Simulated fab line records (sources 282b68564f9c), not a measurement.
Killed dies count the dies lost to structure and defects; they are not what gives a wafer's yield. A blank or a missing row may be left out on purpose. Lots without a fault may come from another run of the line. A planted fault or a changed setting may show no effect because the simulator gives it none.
Struck lot and sound lot, side by side :: flow rit cmos :: 21 out of 202 route steps
Sound: these wafers, L870.3, L870.4, L870.6. Wafers L876.1, L876.3, L876.6 were the ones struck. At the end, the cause is stated.
Each step with rows lists, per side, the tool, then ch with its chambers, then its first start. Under that, the readings that differ: sound wafers :: struck wafers :: difference of the means :: sigmas: that difference in standard deviations of wafers without a fault.
alike: readings whose means differ by less than 2 such deviations, and words and numbers that are the same on both sides. not compared: withheld readings, readings that some wafer has no value for, bounds like >300 that may hide the same value, and numbers for which the record gives no deviation and whose values overlap.
A row with sigmas, a row that says differs or no value, or rows on one side alone: a step with any of these is where the two part. Numbers that don't overlap but have no deviation are shown without sigmas and don't part them. Lack of a reading on every wafer of one side parts them only where that side has two or more wafers.

first, 6 steps without rows for these wafers: RIT_NRETRO_HMDS_00 (prime time 60 s); RIT_NRETRO_COAT_01 (resist thk 1300 nm); RIT_NRETRO_SOFTBAKE_02 (time 60 s); RIT_NRETRO_EXPOSE_03 (exposes mask M4, target cd 43900 nm); RIT_NRETRO_PEB_04; RIT_NRETRO_DEVELOP_05 (develop time 68 s).
RIT_NRETRO_OVL_MEAS_06:
  sound: overlay-01 at day 2 21:57; struck: overlay-02 at day 4 02:36
  alike: NRETRO_OVL
then, 2 steps without rows for these wafers: RIT_NRETRO_HARDBAKE_07 (time 120 s); RIT_NRETRO_IMPLANT_08.
RIT_NRETRO_STRIP_09: strips in O2, time 180 s.
  sound on plasma asher-03 ch 0,1, day 2 22:26; struck on plasma asher-02 ch 0,1, day 4 03:02
  alike: drypump motor current A
  not compared: rf hours counter h
RIT_NRETRO_TW_MEAS_10:
  sound: film metro-02 at day 2 22:34; struck: film metro-04 at day 4 03:13
reading: NRETRO_TW
sound: 1065 1062 1060
struck: 1071 1074 1077
difference: +12
sigmas: +2
then, 1 step without rows for these wafers: RIT_PRETRO_HMDS_00 (prime time 60 s).
RIT_PRETRO_COAT_01: resist thk 1300 nm.
  sound on litho track-01 ch 0, day 2 22:49; struck on litho track-04 ch 0, day 4 03:25
reading: model.NOVOLAK_of_PRETRO_COAT_01.thk nm (nm)
sound: 1298 1294 1299
struck: 1387 1383 1384
difference: +88
sigmas: 
RIT_PRETRO_SOFTBAKE_02: time 60.96 s.
  sound on litho track-01 ch 0, day 2 22:58; struck on litho track-04 ch 0, day 4 03:34
  alike: plate sensor t centre C, plate sensor t edge C
then, 3 steps without rows for these wafers: RIT_PRETRO_EXPOSE_03 (exposes mask M5, target cd 43700 nm); RIT_PRETRO_PEB_04; RIT_PRETRO_DEVELOP_05 (develop time 68 s).
RIT_PRETRO_OVL_MEAS_06:
  sound: overlay-01 at day 2 23:38; struck: overlay-01 at day 4 04:09
  alike: PRETRO_OVL
RIT_PRETRO_HARDBAKE_07: time 120 s.
  sound on litho track-01 ch 0, day 2 23:44; struck on litho track-04 ch 0, day 4 04:11
reading: model.NOVOLAK_of_PRETRO_COAT_01.thk nm (nm)
sound: 1135 1132 1136
struck: 1212 1209 1209
difference: +76
sigmas: 
following that, these wafers have no rows for 1 step: RIT_PRETRO_IMPLANT_08.
RIT_M1_PROBE_99:
  sound: prober-02 at day 4 05:42; struck: prober-02 at day 5 14:30
  alike: killed at contacts, killed at front end, killed dies, killed open, killed short

## WHERE THEY PART
RIT_NRETRO_TW_MEAS_10 only, going by this record. Later steps at which nothing parts them and some readings are alike: RIT_PRETRO_SOFTBAKE_02, RIT_PRETRO_OVL_MEAS_06, RIT_M1_PROBE_99.

WHY: what had been put in by the simulator
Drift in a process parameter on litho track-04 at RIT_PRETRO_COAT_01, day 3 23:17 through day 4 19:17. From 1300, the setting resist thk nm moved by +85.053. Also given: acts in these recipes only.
